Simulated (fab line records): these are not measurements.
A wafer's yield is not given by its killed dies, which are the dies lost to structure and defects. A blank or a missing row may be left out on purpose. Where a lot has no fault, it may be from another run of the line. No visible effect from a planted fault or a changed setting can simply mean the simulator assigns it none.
fab line records	flow rit-cmos
[record] lots = 5	wafers = 27
route steps=202 shown ACTIVE@2 FOX2@25 SPACER@130 SDANNEAL@156 PSD@157 NSD@158 PLDD@159 M1@202
start-h: hours from the record's opening day to when the first of the lot's shown wafers began	wait-h: time in hours since the lot's previous step	" unchanged from the row above	L1.1+2: several wafers, shown together as one row	- no value present, or no start provided	* or withheld: withheld	< > ~ a bound
route shown NAME@n: names a module that has steps shown in the file, with the first one's number in the route	usual: the fault-free wafers' mean and standard deviation	same: alike in all rows	chamber/n: place in a boat	sites: per-site readings	_std_site: their standard deviation	_edge_site: inner sites' mean taken away from outer sites' mean	radius-mm: for every site, how far away it sits from the centre of the wafer	mask NAME#n: copy n	behind: tool/chamber where the wafer was last shaped	hold: why the lot was held/for how many hours/how that ended	device: names the non-switching transistor (n, p or np)	end of line: tests run on the same wafers once the route is complete	for a step that has no rows: nothing shown but its recipe	killed: not the wafer's yield, but the dies lost to structure and defects at the first sort	map: per-die view of a wafer (x killed, . not killed, _ where there is no die)
set.NAME: the setting the step ran with; set.NAME@STEP: the setting that earlier step ran with	model.NAME: the simulator's own value behind a step, which no gauge read
lots where settings were altered on purpose, with a table for each step and a row for each wafer
[[steps]]
[step RIT_ACTIVE_OXIDATION_01]
[recipe] temp-c = 1000	ambient = O2	target-thk-a = 468	ox-time-s = 3360
lot.wafer	tool	chamber	start-h	wait-h	set.ox-time-s	model.SiO2_of_ACTIVE_OXIDATION_01.thk-nm
L076.4	furnace-04	0	20.12	0.0	3360	47.27
L076.5	"	0	"	"	3360	46.78
L076.6	"	0	"	"	3360	47.03
L077.1	-	-	-	0.1	3360	46.32
L077.2	"	-	"	"	3360	47.07
L077.3	"	-	"	"	3360	46.8
L077.4	"	-	"	"	3360	47.04
L077.5	"	-	"	"	3360	46.39
L077.6	"	-	"	"	3360	46.9
L080.1	-	-	-	0.1	2728	41.3
L080.2	"	-	"	"	2728	41.35
L080.3	"	-	"	"	2728	41.71
L080.4	"	-	"	"	2728	42.11
L080.5	"	-	"	"	2728	41.58
L080.6	"	-	"	"	2728	40.95
L081.1	-	-	-	0.1	2830	41.48
L081.2	"	-	"	"	2830	41.55
L081.3	"	-	"	"	2830	41.61
L081.4	"	-	"	"	2830	40.91
L081.5	"	-	"	"	2830	41.4
L081.6	"	-	"	"	2830	41.93
L084.1	-	-	-	0.1	4348	56.51
L084.2	"	-	"	"	4348	55.51
L084.3	"	-	"	"	4348	56.8
L084.4	"	-	"	"	4348	56.43
L084.5	"	-	"	"	4348	55.83
L084.6	"	-	"	"	4348	55.71
[step RIT_ACTIVE_THK_MEAS_02]
[recipe] reads = SiO2_of_ACTIVE_OXIDATION_01
[usual] ACTIVE_OXIDE_THK = 46.4/0.93
lot.wafer	tool	chamber	start-h	wait-h	set.ox-time-s@ACTIVE_OXIDATION_01	ACTIVE_OXIDE_THK[nm]
L076.4	film-metro-01	-	22.08	0.0	3360	47.2
L076.5	"	-	"	"	3360	46.8
L076.6	"	-	"	"	3360	47.0
L077.1	film-metro-02	-	-	-	3360	46.3
L077.2	"	-	"	"	3360	47.1
L077.3	"	-	"	"	3360	46.8
L077.4	"	-	"	"	3360	47.0
L077.5	"	-	"	"	3360	46.4
L077.6	"	-	"	"	3360	46.9
L080.1	film-metro-03	-	-	-	2728	41.3
L080.2	"	-	"	"	2728	41.3
L080.3	"	-	"	"	2728	41.7
L080.4	"	-	"	"	2728	42.1
L080.5	"	-	"	"	2728	41.6
L080.6	"	-	"	"	2728	40.9
L081.1	film-metro-02	-	-	-	2830	41.5
L081.2	"	-	"	"	2830	41.5
L081.3	"	-	"	"	2830	41.6
L081.4	"	-	"	"	2830	40.9
L081.5	"	-	"	"	2830	41.4
L081.6	"	-	"	"	2830	41.9
L084.1	film-metro-02	-	-	-	4348	56.5
L084.2	"	-	"	"	4348	55.5
L084.3	"	-	"	"	4348	56.8
L084.4	"	-	"	"	4348	56.4
L084.5	"	-	"	"	4348	55.9
L084.6	"	-	"	"	4348	55.7
[step RIT_ACTIVE_DEVELOP_10]
[recipe] resist = NOVOLAK	develop-time-s = 50	dev-temp-c = 23
lot.wafer	tool	chamber	start-h	wait-h	set.develop-time-s
L076.4+5+6	litho-track-01	0	-	-	50
L077.1+4+6	litho-track-03	0	-	-	74.91
L077.2+3+5	"	0	"	"	50
L080.1+2+4	litho-track-04	0	-	-	63.39
L080.3+5+6	"	0	"	"	50
L081.1+2+3	litho-track-03	0	-	-	77.28
L081.4+5+6	"	0	"	"	50
L084.1+3+6	litho-track-04	0	-	-	66.64
L084.2+4+5	"	0	"	"	50
[step RIT_ACTIVE_CD_MEAS_11]
[recipe] target-cd-nm = 1400
[usual] cd-nm = 1399.6/2.2
lot.wafer	tool	chamber	start-h	wait-h	set.develop-time-s@ACTIVE_DEVELOP_10	cd-nm
L076.4	cd-sem-02	-	24.62	-	50	1398.3
L076.5	"	-	"	"	50	1397.3
L076.6	"	-	"	"	50	1397.1
L077.1	cd-sem-02	-	29.44	-	74.91	1360.0
L077.2	"	-	"	"	50	1396.0
L077.3	"	-	"	"	50	1397.3
L077.4	"	-	"	"	74.91	1359.9
L077.5	"	-	"	"	50	1395.5
L077.6	"	-	"	"	74.91	1359.1
L080.1	cd-sem-01	-	44.44	-	63.39	1379.0
L080.2	"	-	"	"	63.39	1377.3
L080.3	"	-	"	"	50	1403.4
L080.4	"	-	"	"	63.39	1378.3
L080.5	"	-	"	"	50	1399.8
L080.6	"	-	"	"	50	1401.3
L081.1	cd-sem-01	-	50.07	-	77.28	1361.0
L081.2	"	-	"	"	77.28	1361.9
L081.3	"	-	"	"	77.28	1359.6
L081.4	"	-	"	"	50	1400.9
L081.5	"	-	"	"	50	1402.5
L081.6	"	-	"	"	50	1399.8
L084.1	cd-sem-02	-	64.44	-	66.64	1372.2
L084.2	"	-	"	"	50	1399.5
L084.3	"	-	"	"	66.64	1372.6
L084.4	"	-	"	"	50	1399.7
L084.5	"	-	"	"	50	1398.1
L084.6	"	-	"	"	66.64	1372.3
[step RIT_ACTIVE_HARDBAKE_12]
[recipe] resist = NOVOLAK	temp-c = 140	time-s = 60
[step RIT_ACTIVE_ETCH_13]
[recipe] stop-on = SiO2	chemistry = SF6	target = Si3N4	time-s = 210	over-etch-frac = 0.4	SF6_flow_sccm = 200	pressure-mtorr = 260	rf-w = 125	target-depth-a = 2100
lot.wafer	tool	chamber	start-h	wait-h	set.develop-time-s@ACTIVE_DEVELOP_10	model.ACTIVE.cd-nm
L076.4	rie-diel-01	3	24.83	0.1	50	1398
L076.5+6	"	0,3	"	"	50	1397
L077.1+4	rie-diel-01	2,0	29.71	0.1	74.91	1360
L077.2+5	"	3	"	"	50	1396
L077.3	"	1	"	"	50	1397
L077.6	"	2	"	"	74.91	1359
L080.1	rie-diel-03	1	44.71	0.1	63.39	1379
L080.2	"	0	"	"	63.39	1377
L080.3	"	3	"	"	50	1403
L080.4	"	2	"	"	63.39	1378
L080.5	"	0	"	"	50	1400
L080.6	"	1	"	"	50	1402
L081.1	rie-diel-04	2	50.47	0.1	77.28	1361
L081.2	"	1	"	"	77.28	1362
L081.3	"	3	"	"	77.28	1360
L081.4	"	0	"	"	50	1401
L081.5	"	1	"	"	50	1402
L081.6	"	0	"	"	50	1400
L084.1+6	rie-diel-04	3,0	64.71	0.1	66.64	1372
L084.2+4	"	1,2	"	"	50	1400
L084.3	"	0	"	"	66.64	1373
L084.5	"	1	"	"	50	1398
[step RIT_ACTIVE_STRIP_14]
[recipe] chemistry = O2	time-s = 180	resist = NOVOLAK	platen-temp-c = withheld	power-w = 500	pressure-mtorr = 4000	o2-flow-sccm = 4000
[step RIT_ACTIVE_CD_MEAS_90]
[recipe] target-cd-nm = 1400
[usual] cd-nm = 1399.6/2.2
lot.wafer	tool	chamber	start-h	wait-h	set.develop-time-s@ACTIVE_DEVELOP_10	cd-nm
L076.4	cd-sem-02	-	25.20	0.1	50	1398.4
L076.5	"	-	"	"	50	1397.6
L076.6	"	-	"	"	50	1396.5
L077.1	cd-sem-02	-	30.02	0.1	74.91	1359.8
L077.2	"	-	"	"	50	1396.0
L077.3	"	-	"	"	50	1396.7
L077.4	"	-	"	"	74.91	1359.8
L077.5	"	-	"	"	50	1395.9
L077.6	"	-	"	"	74.91	1359.2
L080.1	cd-sem-02	-	45.02	0.1	63.39	1379.1
L080.2	"	-	"	"	63.39	1376.8
L080.3	"	-	"	"	50	1403.5
L080.4	"	-	"	"	63.39	1378.3
L080.5	"	-	"	"	50	1399.2
L080.6	"	-	"	"	50	1401.1
L081.1	cd-sem-01	-	50.78	0.1	77.28	1361.0
L081.2	"	-	"	"	77.28	1361.6
L081.3	"	-	"	"	77.28	1359.7
L081.4	"	-	"	"	50	1400.9
L081.5	"	-	"	"	50	1402.3
L081.6	"	-	"	"	50	1399.9
L084.1	cd-sem-02	-	65.02	0.1	66.64	1372.3
L084.2	"	-	"	"	50	1399.4
L084.3	"	-	"	"	66.64	1373.0
L084.4	"	-	"	"	50	1399.8
L084.5	"	-	"	"	50	1398.1
L084.6	"	-	"	"	66.64	1372.2
[step RIT_ACTIVE_CLEAN_15]
[recipe] chemistry = SC1	mix = 3:3:50	time-s = 600	temp-c = 75
[step RIT_ACTIVE_CLEAN_16]
[recipe] chemistry = dHF	dilution = 50:1	time-s = 30
[step RIT_FOX2_CLEAN_02]
[recipe] chemistry = dHF	dilution = 50:1	time-s = 180
[step RIT_FOX2_WET_ETCH_03]
[recipe] chemistry = H3PO4	target = Si3N4	target-depth-nm = 195	temp-c = 165	time-s = 2700
lot.wafer	tool	chamber	start-h	wait-h	set.ox-time-s@ACTIVE_OXIDATION_01	model.SiO2_of_ACTIVE_OXIDATION_01.thk-nm
L076.4	wet-bench-02	2	28.56	0.0	3360	42.04
L076.5	"	2	"	"	3360	41.35
L076.6	"	2	"	"	3360	41.84
L077.1	wet-bench-03	0	34.51	0.0	3360	40.71
L077.2	"	0	"	"	3360	41.75
L077.3	"	0	"	"	3360	40.36
L077.4	"	0	"	"	3360	41.5
L077.5	"	0	"	"	3360	41.17
L077.6	"	0	"	"	3360	41.2
L080.1	wet-bench-03	2	48.46	0.0	2728	36.02
L080.2	"	2	"	"	2728	36.03
L080.3	"	2	"	"	2728	36.57
L080.4	"	2	"	"	2728	36.97
L080.5	"	2	"	"	2728	36.28
L080.6	"	2	"	"	2728	35.73
L081.1	wet-bench-04	1	54.19	0.0	2830	36.91
L081.2	"	1	"	"	2830	35.65
L081.3	"	1	"	"	2830	37.04
L081.4	"	1	"	"	2830	36.25
L081.5	"	1	"	"	2830	35.51
L081.6	"	1	"	"	2830	37.16
L084.1	wet-bench-03	3	68.93	0.0	4348	50.16
L084.2	"	3	"	"	4348	47.99
L084.3	"	3	"	"	4348	50.26
L084.4	"	3	"	"	4348	50.13
L084.5	"	3	"	"	4348	48.26
L084.6	"	3	"	"	4348	49.28
[step RIT_SPACER_ETCHBACK_05]
[recipe] target-depth-a = 2500	SF6_flow_sccm = 30	CHF3_flow_sccm = 30	target = Si3N4	chemistry = SF6/CHF3	pressure-mtorr = 40	rf-w = 250	time-s = 240	stop-on = SiO2
[usual] oes-product-au = 0.843/0.014
lot.wafer	tool	chamber	start-h	wait-h	set.target-depth-a	oes-product-au	model.poly-Si_of_GATE_CVD_08.thk-nm	model.Si3N4_of_SPACER_CVD_03.thk-nm	model.SiO2_of_FOX2_OXIDATION_00.thk-nm
L076.4	rie-diel-03	0	55.39	0.0	2500	0.848	166.8	197	176.3
L076.5	"	3	"	"	2500	0.866	166.5	199.3	180.5
L076.6	"	0	"	"	2500	0.846	166.7	197.3	176.2
L077.1	rie-diel-01	1	61.52	0.1	3605	0.675	138.3	176.2	155.3
L077.2	"	2	"	"	2500	0.824	161.6	195.7	169.1
L077.3	"	3	"	"	3605	0.670	139.1	178.3	157.8
L077.4	"	0	"	"	2500	0.838	160.3	196.4	170.1
L077.5	"	1	"	"	2500	0.843	163	197.6	172.6
L077.6	"	2	"	"	3605	0.655	138	175.5	151.1
L080.1	rie-diel-01	1	75.36	0.1	2500	0.842	167.4	197.2	169.9
L080.2	"	0	"	"	2500	0.828	168.7	194.9	164.1
L080.3	"	3	"	"	1725	0.981	185	209.8	184.2
L080.4	"	2	"	"	1725	0.966	184.1	210.6	174.8
L080.5	"	1	"	"	1725	0.992	184.1	208.5	177.1
L080.6	"	0	"	"	2500	0.842	169.2	196.8	172
L081.1	rie-diel-03	0	81.35	0.1	2890	0.774	161.2	191.7	164.3
L081.2	"	1	"	"	2500	0.844	164.3	194.9	171.8
L081.3	"	2	"	"	2500	0.846	168.5	196.7	172.5
L081.4	"	3	"	"	2500	0.853	169.6	195.5	168.4
L081.5	"	3	"	"	2890	0.774	159.2	187.5	159.2
L081.6	"	0	"	"	2890	0.766	160.3	189.4	163.3
L084.1	rie-diel-01	2	95.38	0.1	2500	0.815	169.3	197.1	181.6
L084.2	"	1	"	"	2500	0.839	168.3	197.5	173.6
L084.3	"	3	"	"	2500	0.836	170.2	199.8	175.9
L084.4	"	0	"	"	2500	0.836	169.1	196.3	175.4
L084.5	"	2	"	"	2500	0.833	170	199.8	182.1
L084.6	"	1	"	"	2500	0.847	171	199	178.5
[step RIT_SDANNEAL_RTA_03]
[recipe] temp-c = 1050	time-s = 5	idle-temp-c = 600	ramp-up-c-per-s = 342	ramp-down-c-per-s = 171	cool-to-c = 600	ambient = N2
lot.wafer	tool	chamber	start-h	wait-h	set.time-s
L076.4+5+6	rtp-anneal-01	0	59.18	0.0	5
L077.1+5+6	rtp-anneal-01	0	64.89	0.0	5
L077.2+3+4	"	0	"	"	6.695
L080.1+2+3+4+5+6	rtp-anneal-01	0	79.02	0.0	5
L081.1+4+5	rtp-anneal-01	0	84.71	0.0	5
L081.2+3+6	"	0	"	"	6.452
L084.1+5+6	rtp-anneal-01	0	99.04	0.0	3.952
L084.2+3+4	"	0	"	"	5
[step RIT_SDANNEAL_RS_MEAS_04]
[recipe] thk-meas-gauge = four-point-probe
[usual] PSD_RS = 115.95/0.28
lot.wafer	tool	chamber	start-h	wait-h	set.time-s@SDANNEAL_RTA_03	PSD_RS[ohm/sq]
L076.4	film-metro-02	-	59.27	0.1	5	115.85
L076.5	"	-	"	"	5	115.95
L076.6	"	-	"	"	5	115.90
L077.1	film-metro-02	-	64.95	0.0	5	115.63
L077.2	"	-	"	"	6.695	111.24
L077.3	"	-	"	"	6.695	111.66
L077.4	"	-	"	"	6.695	111.27
L077.5	"	-	"	"	5	115.69
L077.6	"	-	"	"	5	115.70
L080.1	film-metro-02	-	79.07	0.0	5	116.16
L080.2	"	-	"	"	5	116.09
L080.3	"	-	"	"	5	115.90
L080.4	"	-	"	"	5	116.06
L080.5	"	-	"	"	5	115.59
L080.6	"	-	"	"	5	115.96
L081.1	film-metro-03	-	84.77	0.0	5	116.26
L081.2	"	-	"	"	6.452	112.64
L081.3	"	-	"	"	6.452	112.49
L081.4	"	-	"	"	5	116.44
L081.5	"	-	"	"	5	116.57
L081.6	"	-	"	"	6.452	112.48
L084.1	film-metro-03	-	99.10	0.0	3.952	119.11
L084.2	"	-	"	"	5	115.30
L084.3	"	-	"	"	5	115.61
L084.4	"	-	"	"	5	115.50
L084.5	"	-	"	"	3.952	118.83
L084.6	"	-	"	"	3.952	119.15
[step RIT_SDANNEAL_RS_MEAS_05]
[recipe] thk-meas-gauge = four-point-probe
[usual] NSD_RS = 84.51/0.19
lot.wafer	tool	chamber	start-h	wait-h	set.time-s@SDANNEAL_RTA_03	NSD_RS[ohm/sq]
L076.4	film-metro-02	-	59.39	0.1	5	84.44
L076.5	"	-	"	"	5	84.13
L076.6	"	-	"	"	5	84.49
L077.1	film-metro-02	-	65.07	0.1	5	84.66
L077.2	"	-	"	"	6.695	83.87
L077.3	"	-	"	"	6.695	83.97
L077.4	"	-	"	"	6.695	83.93
L077.5	"	-	"	"	5	84.74
L077.6	"	-	"	"	5	84.34
L080.1	film-metro-02	-	79.19	0.1	5	84.53
L080.2	"	-	"	"	5	84.59
L080.3	"	-	"	"	5	84.23
L080.4	"	-	"	"	5	84.50
L080.5	"	-	"	"	5	84.40
L080.6	"	-	"	"	5	84.43
L081.1	film-metro-03	-	84.89	0.1	5	84.64
L081.2	"	-	"	"	6.452	84.03
L081.3	"	-	"	"	6.452	83.84
L081.4	"	-	"	"	5	84.66
L081.5	"	-	"	"	5	84.81
L081.6	"	-	"	"	6.452	83.80
L084.1	film-metro-03	-	99.22	0.1	3.952	85.09
L084.2	"	-	"	"	5	84.51
L084.3	"	-	"	"	5	84.79
L084.4	"	-	"	"	5	84.46
L084.5	"	-	"	"	3.952	84.98
L084.6	"	-	"	"	3.952	85.05
[step RIT_SDANNEAL_RS_MEAS_06]
[recipe] thk-meas-gauge = four-point-probe
[usual] PLDD_RS = 178.8/0.54
lot.wafer	tool	chamber	start-h	wait-h	set.time-s@SDANNEAL_RTA_03	PLDD_RS[ohm/sq]
L076.4	film-metro-02	-	59.51	0.1	5	179.2
L076.5	"	-	"	"	5	178.8
L076.6	"	-	"	"	5	178.9
L077.1	film-metro-02	-	65.19	0.1	5	178.6
L077.2	"	-	"	"	6.695	173.6
L077.3	"	-	"	"	6.695	174.9
L077.4	"	-	"	"	6.695	174.4
L077.5	"	-	"	"	5	179.3
L077.6	"	-	"	"	5	178.3
L080.1	film-metro-02	-	79.31	0.1	5	177.9
L080.2	"	-	"	"	5	178.3
L080.3	"	-	"	"	5	178.1
L080.4	"	-	"	"	5	178.1
L080.5	"	-	"	"	5	178.6
L080.6	"	-	"	"	5	178.2
L081.1	film-metro-03	-	85.01	0.1	5	179.5
L081.2	"	-	"	"	6.452	176.6
L081.3	"	-	"	"	6.452	176.5
L081.4	"	-	"	"	5	179.9
L081.5	"	-	"	"	5	180.1
L081.6	"	-	"	"	6.452	176.3
L084.1	film-metro-03	-	99.34	0.1	3.952	182.1
L084.2	"	-	"	"	5	178.4
L084.3	"	-	"	"	5	178.6
L084.4	"	-	"	"	5	178.8
L084.5	"	-	"	"	3.952	182.2
L084.6	"	-	"	"	3.952	182.1
[step RIT_M1_PROBE_99]
lot.wafer	tool	chamber	start-h	wait-h	set.target-depth-a@SPACER_ETCHBACK_05	set.time-s@SDANNEAL_RTA_03	model.etest.nwell-pinched.rs-ohm-sq	model.etest.pmos-turned.r-on-ohm-um	model.etest.pwell-pinched.rs-ohm-sq
L076.4	prober-01	-	66.74	0.2	2500	5	334.9	3431	459.4
L076.5	prober-01	-	66.79	0.2	2500	5	333.5	3375	448.9
L076.6	prober-01	-	66.84	0.2	2500	5	337.9	3413	455.2
L077.1	prober-02	-	72.66	0.1	3605	5	409.8	-	557.5
L077.2	prober-02	-	72.71	0.1	2500	6.695	339.5	3070	470.6
L077.4	prober-02	-	72.81	0.2	2500	6.695	341.2	3091	461.7
L077.5	prober-02	-	72.86	0.2	2500	5	335.7	3539	467.8
L077.6	prober-02	-	72.91	0.2	3605	5	411.2	-	555.2
L080.1	prober-01	-	86.97	0.1	2500	5	338.2	3374	461.6
L080.2	prober-01	-	87.02	0.1	2500	5	342.7	3416	459
L080.3+4+5	prober-01	-	87.07	0.2	1725	5	-	-	-
L080.6	prober-01	-	87.22	0.2	2500	5	337	3350	462.5
L081.1	prober-02	-	93.58	0.1	2890	5	355.1	3604	479.8
L081.2	prober-02	-	93.63	0.1	2500	6.452	339.6	3277	460.2
L081.3	prober-02	-	93.68	0.2	2500	6.452	335.5	3260	452
L081.4	prober-02	-	93.73	0.2	2500	5	341.3	3503	458.9
L081.5	prober-02	-	93.78	0.2	2890	5	362.1	3918	494.3
L081.6	prober-02	-	93.83	0.2	2890	6.452	360.9	3499	488.8
L084.1	prober-01	-	106.61	0.1	2500	3.952	338.9	3783	455.2
L084.2	prober-01	-	106.66	0.1	2500	5	342.5	3492	454.4
L084.3	prober-01	-	106.71	0.2	2500	5	338.6	3490	452.9
L084.4	prober-01	-	106.76	0.2	2500	5	343.2	3417	463.8
L084.5	prober-01	-	106.81	0.2	2500	3.952	337.9	3728	449.8
L084.6	prober-01	-	106.86	0.2	2500	3.952	338.7	3698	452.7
// killed by level:class
L076.4 GATE:geometric-particle:open=3 GATE:geometric-particle:short=3 SPACER:geometric-particle:open=2 SILICIDE:geometric-particle:short=2 FOX2:geometric-particle:open=1 SPACER:geometric-particle:short=1 CONTACT:geometric-particle:short=1
L076.5 GATE:geometric-particle:short=3 SPACER:geometric-particle:open=3 GATE:geometric-particle:open=1 REOX:geometric-particle:open=1 SPACER:geometric-particle:short=1 SILICIDE:geometric-particle:short=1
L076.6 GATE:geometric-particle:open=4 GATE:geometric-particle:short=3 FOX2:geometric-particle:open=1
[[key]]
[split] step = RIT_ACTIVE_OXIDATION_01	setting = ox-time-s	stated = 3360	by = lot
[response] step = RIT_ACTIVE_OXIDATION_01	reading = model.SiO2_of_ACTIVE_OXIDATION_01.thk-nm	change = +0.312	per = 1%	r = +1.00
[response] step = RIT_ACTIVE_THK_MEAS_02	reading = ACTIVE_OXIDE_THK	change = +0.313	per = 1%	r = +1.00
[response] step = RIT_FOX2_WET_ETCH_03	reading = model.SiO2_of_ACTIVE_OXIDATION_01.thk-nm	change = +0.278	per = 1%	r = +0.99
[split] step = RIT_ACTIVE_DEVELOP_10	setting = develop-time-s	stated = 50	by = wafer
[response] step = RIT_ACTIVE_CD_MEAS_11	reading = cd-nm	change = -0.76	per = 1%	r = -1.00
[response] step = RIT_ACTIVE_ETCH_13	reading = model.ACTIVE.cd-nm	change = -0.759	per = 1%	r = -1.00
[response] step = RIT_ACTIVE_CD_MEAS_90	reading = cd-nm	change = -0.759	per = 1%	r = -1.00
[split] step = RIT_SPACER_ETCHBACK_05	setting = target-depth-a	stated = 2500	by = wafer
[response] step = RIT_SPACER_ETCHBACK_05	reading = oes-product-au	change = -0.00413	per = 1%	r = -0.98
[response] step = RIT_SPACER_ETCHBACK_05	reading = model.poly-Si_of_GATE_CVD_08.thk-nm	change = -0.516	per = 1%	r = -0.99
[response] step = RIT_SPACER_ETCHBACK_05	reading = model.Si3N4_of_SPACER_CVD_03.thk-nm	change = -0.44	per = 1%	r = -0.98
[response] step = RIT_SPACER_ETCHBACK_05	reading = model.SiO2_of_FOX2_OXIDATION_00.thk-nm	change = -0.363	per = 1%	r = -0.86
[response] step = RIT_M1_PROBE_99	reading = model.etest.pwell-pinched.rs-ohm-sq	change = +2.02	per = 1%	r = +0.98
[response] step = RIT_M1_PROBE_99	reading = model.etest.nwell-pinched.rs-ohm-sq	change = +1.58	per = 1%	r = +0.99
[split] step = RIT_SDANNEAL_RTA_03	setting = time-s	stated = 5	by = wafer
[response] step = RIT_SDANNEAL_RS_MEAS_04	reading = PSD_RS	change = -0.137	per = 1%	r = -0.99
[response] step = RIT_SDANNEAL_RS_MEAS_05	reading = NSD_RS	change = -0.0227	per = 1%	r = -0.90
[response] step = RIT_SDANNEAL_RS_MEAS_06	reading = PLDD_RS	change = -0.133	per = 1%	r = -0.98
[response] step = RIT_M1_PROBE_99	reading = model.etest.pmos-turned.r-on-ohm-um	change = -12.4	per = 1%	r = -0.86
